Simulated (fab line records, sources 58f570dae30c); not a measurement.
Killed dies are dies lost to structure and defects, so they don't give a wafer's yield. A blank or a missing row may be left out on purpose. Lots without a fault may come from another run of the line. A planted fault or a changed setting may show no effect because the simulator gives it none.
A struck lot beside a sound one | flow berkeley_cmos170 | 27 steps out of a route of 331
Sound: wafers L354.1, L354.3, L354.6. Struck: wafers L358.1, L358.5, L358.6. The cause comes at the end.
At each step with rows: each side's tool, then ch and its chambers, then its first start. Under that, the readings that differ: sound wafers | struck wafers | difference of the means | sigmas: that difference in standard deviations of wafers without a fault.
alike: readings whose means differ by less than 2 such deviations, and words and numbers that are the same on both sides. not compared: withheld readings, readings that some wafer has no value for, bounds like >300 that may hide the same value, and numbers for which the record gives no deviation and whose values overlap.
The two part at a step that has a row with sigmas, a row that says differs or no value, or rows on one side only. Numbers that don't overlap but have no deviation are shown without sigmas and don't part them. A reading that every wafer of one side lacks parts them only if that side has two wafers or more.

first, 2 steps without rows for these wafers: UCB170_NWELL_PEB_10; UCB170_NWELL_DEVELOP_11 (develop time 45 s).
UCB170_NWELL_OVL_MEAS_12:
  sound on overlay-01, day 4 00:55; struck on overlay-02, day 4 22:01
  reading        | sound      | struck | difference | sigmas
  NWELL_OVL (nm) | -12 -10 -8 | 4 1 1  | +12        | +2
UCB170_NWELL_ETCH_13: etches Si3N4 in CH3F/Ar/O2, stops on SiO2, target depth 246.4 nm, time 154 s.
  sound on rie_diel-04 ch 1,2,3, day 4 00:58; struck on rie_diel-01 ch 0,1,3, day 4 22:04
  alike: chamber_pressure_mTorr, drypump_motor_current_A, oes_product_au, rf_fwd_power_W, throttle_valve_pct
  not compared: rf_hours_counter_h
then, 1 step without rows for these wafers: UCB170_NWELL_IMPLANT_14.
UCB170_NWELL_STRIP_15: strips in O2.
  sound on plasma_asher-02 ch 0,1, day 4 01:13; struck on plasma_asher-01 ch 0,1, day 4 22:19
  alike: chamber_pressure_mTorr, drypump_motor_current_A, oes_product_au, strip_time_to_endpoint_s
  not compared: rf_hours_counter_h
UCB170_NWELL_TW_MEAS_16:
  sound on film_metro-04, day 4 01:19; struck on film_metro-04, day 4 22:25
  alike: NWELL_TW
then, 5 steps without rows for these wafers: UCB170_NWELL_CLEAN_17 (cleans in SPM, time 600 s); UCB170_NWELL_WET_ETCH_18 (etches Si3N4 in H3PO4, time 14400 s); UCB170_NWELL_WET_ETCH_19 (etches SiO2 in BOE, time 22 s); UCB170_PWELL_CLEAN_00 (cleans in SPM, time 600 s); UCB170_PWELL_CLEAN_01 (cleans in dHF, time 60 s).
UCB170_PWELL_OXIDATION_02: target thk 26.4 nm, ox time 1260 s.
  sound on furnace-04 ch 0, day 4 08:54; struck on furnace-04 ch 0, day 5 11:08
  reading                                      | sound            | struck            | difference | sigmas
  model.SiO2_of_PWELL_OXIDATION_02.thk_nm (nm) | 25.86 26.4 25.93 | 23.36 23.15 23.01 | -2.89      |
  alike: ox_temp_c, spike_tc_source_C, tube_center_temp_C_max
UCB170_PWELL_THK_MEAS_03:
  sound on film_metro-03, day 4 10:15; struck on film_metro-01, day 5 12:29
  reading              | sound          | struck         | difference | sigmas
  PWELL_OXIDE_THK (nm) | 25.8 26.4 25.9 | 23.3 23.1 23.0 | -2.9       | -5
then, 2 steps without rows for these wafers: UCB170_PWELL_ANNEAL_04 (time 900 s); UCB170_PWELL_CVD_05 (deposits Si3N4 from SiH2Cl2/NH3, target thk 220 nm, time 3300 s).
UCB170_PWELL_THK_MEAS_06:
  sound on film_metro-01, day 4 18:46; struck on film_metro-03, day 5 19:45
  alike: PWELL_NITRIDE_THK
then, 6 steps without rows for these wafers: UCB170_PWELL_HMDS_07 (prime time 60 s); UCB170_PWELL_COAT_08 (resist thk 900 nm); UCB170_PWELL_SOFTBAKE_09 (time 60 s); UCB170_PWELL_EXPOSE_10 (exposes mask PWELL, target cd 3000 nm); UCB170_PWELL_PEB_11; UCB170_PWELL_DEVELOP_12 (develop time 45 s).
UCB170_PWELL_OVL_MEAS_13:
  sound on overlay-02, day 4 20:20; struck on overlay-02, day 5 20:39
  alike: PWELL_OVL
UCB170_PWELL_ETCH_14: etches Si3N4 in CH3F/Ar/O2, stops on SiO2, target depth 242 nm, time 151 s.
  sound on rie_diel-02 ch 0,2, day 4 20:22; struck on rie_diel-04 ch 0,3, day 5 20:41
  reading                                      | sound             | struck            | difference | sigmas
  throttle_valve_pct (%)                       | 7.82 8.11 7.82    | 8.26 8.30 8.26    | +0.36      | +2
  model.SiO2_of_PWELL_OXIDATION_02.thk_nm (nm) | 21.94 22.53 22.01 | 19.68 19.59 19.35 | -2.62      |
  alike: chamber_pressure_mTorr, drypump_motor_current_A, oes_product_au, rf_fwd_power_W
  not compared: rf_hours_counter_h
then, 1 step without rows for these wafers: UCB170_PWELL_IMPLANT_15.
UCB170_M3_PROBE_99:
  the record has rows for the sound wafers here (prober-02, day 10 13:34) and none for the struck ones

WHERE THEY PART
First at UCB170_NWELL_OVL_MEAS_12; last, within this record, at UCB170_M3_PROBE_99.

WHY: what the simulator had put in
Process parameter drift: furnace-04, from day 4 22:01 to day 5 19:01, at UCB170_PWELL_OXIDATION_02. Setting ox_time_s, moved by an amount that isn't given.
